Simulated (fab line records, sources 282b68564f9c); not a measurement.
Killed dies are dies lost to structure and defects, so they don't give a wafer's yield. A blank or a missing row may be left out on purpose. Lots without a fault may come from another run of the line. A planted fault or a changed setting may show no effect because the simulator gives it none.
Tool commonality check | flow rit_cmos | 13 lots, 39 wafers sampled

WHY IT WAS OPENED
At RIT_SDANNEAL_RS_MEAS_04 the reading PSD_RS is flagged on 2 of 13 lots. Wafers without a fault read 115.82 ohm/sq, standard deviation 0.29.
Rule: a lot is flagged when every wafer of it that has a number lies more than 4 standard deviations from that mean, or none has a number. The other lots count as sound.

lot  | measured    | on            | PSD_RS (ohm/sq), wafer by wafer | flag
L149 | day 3 06:39 | film_metro-01 | 115.77 115.83 115.78            |
L150 | day 3 12:18 | film_metro-01 | 115.73 116.03 116.03            |
L151 | day 3 16:55 | film_metro-04 | 115.23 115.83 115.80            |
L152 | day 3 18:37 | film_metro-04 | 115.99 115.93 115.79            |
L153 | day 4 02:22 | film_metro-04 | 116.41 115.95 116.64            |
L154 | day 4 06:52 | film_metro-01 | 115.58 115.61 115.70            |
L155 | day 4 10:04 | film_metro-04 | 115.50 115.65 115.47            |
L157 | day 4 22:26 | film_metro-03 | 121.39 121.61 121.34            | FLAGGED
L159 | day 5 07:53 | film_metro-04 | 121.29 121.17 121.42            | FLAGGED
L168 | day 7 04:23 | film_metro-04 | 115.67 115.66 115.47            |
L170 | day 7 12:32 | film_metro-01 | 115.71 115.70 115.48            |
L171 | day 7 18:58 | film_metro-01 | 115.85 115.81 115.23            |
L172 | day 7 22:04 | film_metro-04 | 115.68 115.34 115.72            |
The numbers of the flagged lots are 121.37 ohm/sq on average: +5.55 ohm/sq against the usual, or +19 standard deviations.

WHICH TOOL RAN EACH LOT
The record holds 1 process step before the reading, out of a route of 202 steps. In each cell: the tool, then ch and the chambers that the sampled wafers went through, then the start.
lot  | flag    | RIT_SDANNEAL_RTA_03
L149 |         | rtp_anneal-01 ch 0, day 3 06:32
L150 |         | rtp_anneal-02 ch 0, day 3 12:15
L151 |         | rtp_anneal-01 ch 0, day 3 16:51
L152 |         | rtp_anneal-02 ch 0, day 3 18:33
L153 |         | rtp_anneal-01 ch 0, day 4 02:17
L154 |         | rtp_anneal-02 ch 0, day 4 06:49
L155 |         | rtp_anneal-01 ch 0, day 4 09:59
L157 | FLAGGED | rtp_anneal-01 ch 0, day 4 22:22
L159 | FLAGGED | rtp_anneal-01 ch 0, day 5 07:50
L168 |         | rtp_anneal-02 ch 0, day 7 04:19
L170 |         | rtp_anneal-02 ch 0, day 7 12:28
L171 |         | rtp_anneal-01 ch 0, day 7 18:53
L172 |         | rtp_anneal-02 ch 0, day 7 22:00
What these steps do:
- RIT_SDANNEAL_RTA_03: time 5 s.
- RIT_SDANNEAL_RS_MEAS_04: measures by four-point-probe.

FLAGGED OVER TOTAL, TOOL BY TOOL (the gauges that took the reading come last)
step                    | tool          | lots run | flagged | share of the flagged lots | sound lots run after its first flagged lot
RIT_SDANNEAL_RTA_03     | rtp_anneal-01 | 7        | 2       | all                       | 1 (L171)
RIT_SDANNEAL_RTA_03     | rtp_anneal-02 | 6        | 0       | none                      | -
RIT_SDANNEAL_RS_MEAS_04 | film_metro-01 | 5        | 0       | none                      | -
RIT_SDANNEAL_RS_MEAS_04 | film_metro-03 | 1        | 1       | some                      | 0
RIT_SDANNEAL_RS_MEAS_04 | film_metro-04 | 7        | 1       | some                      | 2 (L168,L172)

WHAT THE TABLE ALLOWS
1 row of the table ran every flagged lot: rtp_anneal-01 at RIT_SDANNEAL_RTA_03.
- rtp_anneal-01 at RIT_SDANNEAL_RTA_03: 2 of its 7 lots flagged. Sound lots ran on it after the first flagged one (L171), which a lasting fault on the whole tool wouldn't allow. Its own readings lie more than 4 standard deviations out on every wafer of the flagged lots: wafer_temp_C_max.
No row of the table ran every flagged lot and no sound lot after the first.

WHAT THE SIMULATOR HAD PUT IN
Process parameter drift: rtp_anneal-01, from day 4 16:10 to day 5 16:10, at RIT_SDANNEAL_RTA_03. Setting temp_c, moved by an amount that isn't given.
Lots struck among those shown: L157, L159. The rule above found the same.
